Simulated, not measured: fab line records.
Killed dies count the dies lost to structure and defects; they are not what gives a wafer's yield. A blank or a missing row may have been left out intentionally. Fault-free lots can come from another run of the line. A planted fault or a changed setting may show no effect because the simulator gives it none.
Which tool was responsible? | flow berkeley cmos170 | Sampling: 14 lots, 42 wafers, 7 of 331 route steps

== WHAT THE GAUGES SHOWED, per wafer ==
UCB170_PLDD_OVL_MEAS_07. Usual: PLDD_OVL gives -3 nm (standard deviation 4.8).
lot  | measured     | on         | PLDD_OVL (nm) | flag
L164 | day 6 07:53  | overlay-02 | 1 3 0         |
L166 | day 6 08:17  | overlay-02 | 8 -3 2        |
L165 | day 6 08:22  | overlay-02 | -3 -9 -6      |
L168 | day 7 05:52  | overlay-02 | 2 -3 5        |
L169 | day 7 06:08  | overlay-01 | 1 0 -4        |
L171 | day 7 20:59  | overlay-01 | -2 -5 -4      |
L170 | day 7 21:22  | overlay-02 | 2 5 3         |
L173 | day 8 15:31  | overlay-02 | -2 -5 -11     |
L175 | day 9 04:16  | overlay-01 | -12 -9 -12    |
L179 | day 9 17:37  | overlay-02 | -3 -5 -4      |
L178 | day 9 18:12  | overlay-01 | 0 0 0         |
L181 | day 9 23:49  | overlay-01 | -15 -2 -3     |
L185 | day 10 20:34 | overlay-02 | 1 -5 -7       |
L186 | day 11 06:32 | overlay-01 | -11 -4 -10    |

UCB170_NSD_CD_MEAS_06 targets a cd of 1200 nm. Usual: cd nm at 1199.6 nm, with a standard deviation of 1.3.
lot  | measured     | on        | cd nm (nm)           | flag
L164 | day 6 21:38  | cd sem-02 | 1198.3 1199.0 1197.4 |
L166 | day 6 21:44  | cd sem-02 | 1201.9 1201.2 1200.3 |
L165 | day 6 21:54  | cd sem-02 | 1195.3 1196.3 1196.5 |
L168 | day 7 19:40  | cd sem-02 | 1198.4 1197.4 1198.4 |
L169 | day 7 20:11  | cd sem-02 | 1199.9 1199.9 1198.7 |
L171 | day 8 12:19  | cd sem-01 | 1198.1 1197.9 1197.6 |
L170 | day 8 10:36  | cd sem-01 | 1199.9 1200.1 1200.3 |
L173 | day 9 04:23  | cd sem-01 | 1200.2 1201.1 1201.7 |
L175 | day 9 13:37  | cd sem-01 | 1201.9 1202.1 1202.8 |
L179 | day 10 05:51 | cd sem-02 | 1198.3 1199.4 1198.0 |
L178 | day 10 05:59 | cd sem-01 | 1198.7 1197.2 1198.8 |
L181 | day 10 12:50 | cd sem-02 | 1198.6 1199.5 1200.3 |
L185 | day 11 07:08 | cd sem-01 | 1199.3 1199.3 1200.5 |
L186 | day 11 17:47 | cd sem-01 | 1199.8 1199.7 1199.1 |

UCB170_NSD_TW_MEAS_10. Usual: NSD_TW gives 4206 (standard deviation 33).
lot  | measured     | on            | NSD_TW         | flag
L164 | day 6 22:02  | film metro-02 | 4190 4177 4193 |
L166 | day 6 22:08  | film metro-04 | 4216 4265 4253 |
L165 | day 6 22:17  | film metro-02 | 4185 4192 4180 |
L168 | day 7 20:04  | film metro-01 | 4216 4239 4209 |
L169 | day 7 20:35  | film metro-04 | 4218 4229 4215 |
L171 | day 8 12:43  | film metro-01 | 4221 4245 4228 |
L170 | day 8 10:59  | film metro-02 | 4180 4171 4167 |
L173 | day 9 04:46  | film metro-04 | 4241 4267 4275 |
L175 | day 9 14:02  | film metro-01 | 4183 4195 4212 |
L179 | day 10 06:14 | film metro-04 | 4240 4230 4260 |
L178 | day 10 06:23 | film metro-01 | 4238 4250 4271 |
L181 | day 10 13:14 | film metro-02 | 4071 4054 4056 | OFF
L185 | day 11 07:31 | film metro-02 | 4030 4044 4049 | OFF
L186 | day 11 18:11 | film metro-01 | 4179 4187 4183 |

UCB170_SDANNEAL_RS_MEAS_03: measures by four-point-probe. Usual: NSD_RS gives 37.42 ohm/sq (standard deviation 0.091).
lot  | measured     | on            | NSD_RS (ohm/sq)   | flag
L164 | day 6 23:18  | film metro-04 | 37.35 37.41 37.24 |
L166 | day 6 23:28  | film metro-02 | 37.24 37.27 37.17 |
L165 | day 6 23:48  | film metro-04 | 37.46 37.51 37.56 |
L168 | day 7 21:36  | film metro-01 | 37.32 37.48 37.46 |
L169 | day 7 22:14  | film metro-04 | 37.47 37.51 37.45 |
L171 | day 8 14:47  | film metro-01 | 37.42 37.47 37.47 |
L170 | day 8 14:51  | film metro-04 | 37.49 37.57 37.52 |
L173 | day 9 06:01  | film metro-01 | 37.34 37.25 37.31 |
L175 | day 9 15:25  | film metro-04 | 37.44 37.56 37.58 |
L179 | day 10 07:49 | film metro-01 | 37.44 37.40 37.39 |
L178 | day 10 07:59 | film metro-02 | 37.36 37.36 37.29 |
L181 | day 10 16:23 | film metro-04 | 42.88 42.99 42.90 | OFF
L185 | day 11 11:45 | film metro-01 | 42.96 42.99 43.01 | OFF
L186 | day 11 19:27 | film metro-01 | 37.45 37.41 37.41 |

== WHICH TOOL RAN EACH LOT (tool, then ch and the chambers of the sampled wafers, then the start) ==
lot  | UCB170_NSD_IMPLANT_08           | UCB170_NSD_STRIP_09                  | UCB170_SDANNEAL_RTA_00
L164 | implanter-01 ch 0, day 6 21:48  | plasma asher-02 ch 0, day 6 21:55    | rtp anneal-02 ch 0, day 6 23:02
L166 | implanter-02 ch 0, day 6 21:53  | plasma asher-01 ch 0,1, day 6 22:02  | rtp anneal-01 ch 0, day 6 23:13
L165 | implanter-03 ch 0, day 6 22:04  | plasma asher-03 ch 0,1, day 6 22:11  | rtp anneal-02 ch 0, day 6 23:16
L168 | implanter-01 ch 0, day 7 19:49  | plasma asher-02 ch 0,1, day 7 19:58  | rtp anneal-01 ch 0, day 7 21:22
L169 | implanter-02 ch 0, day 7 20:20  | plasma asher-01 ch 0,1, day 7 20:29  | rtp anneal-02 ch 0, day 7 21:52
L171 | implanter-03 ch 0, day 8 12:28  | plasma asher-01 ch 0,1, day 8 12:37  | rtp anneal-01 ch 0, day 8 14:32
L170 | implanter-02 ch 0, day 8 10:46  | plasma asher-02 ch 0,1, day 8 10:54  | rtp anneal-02 ch 0, day 8 14:35
L173 | implanter-01 ch 0, day 9 04:33  | plasma asher-01 ch 0,1, day 9 04:41  | rtp anneal-02 ch 0, day 9 05:44
L175 | implanter-03 ch 0, day 9 13:47  | plasma asher-03 ch 1, day 9 13:56    | rtp anneal-02 ch 0, day 9 15:10
L179 | implanter-03 ch 0, day 10 06:01 | plasma asher-03 ch 0,1, day 10 06:09 | rtp anneal-01 ch 0, day 10 07:33
L178 | implanter-01 ch 0, day 10 06:08 | plasma asher-01 ch 0,1, day 10 06:17 | rtp anneal-02 ch 0, day 10 07:45
L181 | implanter-03 ch 0, day 10 12:59 | plasma asher-03 ch 0,1, day 10 13:08 | rtp anneal-02 ch 0, day 10 16:08
L185 | implanter-03 ch 0, day 11 07:18 | plasma asher-02 ch 0,1, day 11 07:26 | rtp anneal-02 ch 0, day 11 11:12
L186 | implanter-01 ch 0, day 11 17:56 | plasma asher-03 ch 0,1, day 11 18:04 | rtp anneal-01 ch 0, day 11 19:12
- UCB170_NSD_IMPLANT_08
- UCB170_NSD_STRIP_09: strips in O2.
- UCB170_SDANNEAL_RTA_00: time 10 s.

== AS READ BY THE TOOLS THEMSELVES (means over the sampled wafers that have a number; for cases with no such wafer, the mark the record gives instead) ==
UCB170_NSD_IMPLANT_08. Usual: beam on s 10.00 s, standard deviation 0.2; faraday current uA 9172, standard deviation 180.
lot  | tool         | beam on s (s) | faraday current uA | flag
L164 | implanter-01 | 10.03         | 9166               |
L166 | implanter-02 | 9.85          | 9316               |
L165 | implanter-03 | 9.88          | 9261               |
L168 | implanter-01 | 10.12         | 9070               |
L169 | implanter-02 | 10.16         | 9029               |
L171 | implanter-03 | 10.18         | 9029               |
L170 | implanter-02 | 9.75          | 9382               |
L173 | implanter-01 | 10.10         | 9088               |
L175 | implanter-03 | 9.97          | 9208               |
L179 | implanter-03 | 9.89          | 9298               |
L178 | implanter-01 | 9.97          | 9213               |
L181 | implanter-03 | 7.81          | 11758              | OFF
L185 | implanter-03 | 7.55          | 12131              | OFF
L186 | implanter-01 | 10.10         | 9088               |

UCB170_NSD_STRIP_09. Usual: drypump motor current A 5.8 A, standard deviation 0.43; o2 flow sccm 400.0 sccm, standard deviation 1.1; oes product au 0.534 a.u., standard deviation 0.0044; strip time to endpoint s 35.71 s, standard deviation 0.087.
lot  | tool            | drypump motor current A (A) | o2 flow sccm (sccm) | oes product au (a.u.) | strip time to endpoint s (s) | flag
L164 | plasma asher-02 | 5.4                         | 399.5               | 0.532                 | 35.76                        |
L166 | plasma asher-01 | 5.4                         | 400.1               | 0.539                 | 35.70                        |
L165 | plasma asher-03 | 5.9                         | 400.8               | 0.535                 | 35.68                        |
L168 | plasma asher-02 | 5.8                         | 399.5               | 0.531                 | 35.72                        |
L169 | plasma asher-01 | 5.4                         | 399.7               | 0.535                 | 35.61                        |
L171 | plasma asher-01 | 5.3                         | 399.5               | 0.536                 | 35.56                        |
L170 | plasma asher-02 | 6.1                         | 399.0               | 0.534                 | 35.56                        |
L173 | plasma asher-01 | 5.4                         | 400.6               | 0.535                 | 35.85                        |
L175 | plasma asher-03 | 6.0                         | 400.3               | 0.534                 | 35.62                        |
L179 | plasma asher-03 | 5.7                         | 401.2               | 0.533                 | 35.74                        |
L178 | plasma asher-01 | 5.4                         | 398.8               | 0.531                 | 35.73                        |
L181 | plasma asher-03 | 5.9                         | 399.6               | 0.558                 | 33.33                        | OFF
L185 | plasma asher-02 | 5.8                         | 399.3               | 0.559                 | 33.25                        | OFF
L186 | plasma asher-03 | 5.9                         | 400.9               | 0.527                 | 35.62                        |

UCB170_SDANNEAL_RTA_00. Usual: chamber o2 ppm 2.001, standard deviation 0.024; lamp power pct 24.0 %, standard deviation 0.58; wafer_temp_C_max 903.3, standard deviation 1.1.
lot  | tool          | chamber o2 ppm | lamp power pct (%) | wafer_temp_C_max | flag
L164 | rtp anneal-02 | 1.981          | 23.4               | 905.1            |
L166 | rtp anneal-01 | 1.996          | 24.6               | 902.6            |
L165 | rtp anneal-02 | 2.012          | 23.4               | 905.2            |
L168 | rtp anneal-01 | 2.016          | 24.6               | 902.0            |
L169 | rtp anneal-02 | 1.972          | 23.4               | 904.0            |
L171 | rtp anneal-01 | 2.004          | 24.6               | 902.3            |
L170 | rtp anneal-02 | 1.999          | 23.4               | 904.3            |
L173 | rtp anneal-02 | 1.974          | 23.4               | 904.6            |
L175 | rtp anneal-02 | 2.026          | 23.4               | 904.4            |
L179 | rtp anneal-01 | 1.983          | 24.5               | 902.5            |
L178 | rtp anneal-02 | 2.028          | 23.4               | 903.9            |
L181 | rtp anneal-02 | 2.003          | 23.4               | 904.7            |
L185 | rtp anneal-02 | 2.023          | 23.4               | 904.7            |
L186 | rtp anneal-01 | 1.984          | 24.6               | 902.9            |

== THE ANSWER, worked out from the rows above alone ==
Rule: a lot counts as off when the mean over its wafers that have a number is more than 3 standard deviations away from the usual mean. Also off: a lot with no number at a reading for which 4 or more lots have one. All remaining lots with rows at the step are treated as sound. Order of review: gauges by route order, followed by the tools' own readings, for which a lot's mean as printed above is used. The first step at which some lot is off is used, and at that step the reading that is off furthest; a lot without a number counts as furthest.
Off: L181, L185, seen at UCB170_NSD_TW_MEAS_10 (NSD_TW).
A tool fits if, at a process step before that reading, it ran every lot that is off, and no sound lot after the first of them. Not tried: the gauges at UCB170_NSD_TW_MEAS_10; whatever is off there is also off at UCB170_SDANNEAL_RS_MEAS_03, on other tools, and gauge error can't account for it. One fits: UCB170_NSD_IMPLANT_08 on implanter-03. A fault onset in the window from L179 (day 10 06:01, its last sound lot) to L181 (day 10 12:59, its first lot off) fits.
The tool's own readings at UCB170_NSD_IMPLANT_08 bear it out: on the lots that are off they differ by more than 5 times the standard deviation of the sound lots' means. beam on s reads 7.68 s there against 10.00 s on the sound lots; faraday current uA reads 11944 there against 9179 on the sound lots.

== WHAT HAD BEEN PUT IN BY THE SIMULATOR ==
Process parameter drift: implanter-03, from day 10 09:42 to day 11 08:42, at UCB170_NSD_IMPLANT_08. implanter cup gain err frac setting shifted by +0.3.
Lots struck among those shown: L181, L185. The rule given above showed the same thing.
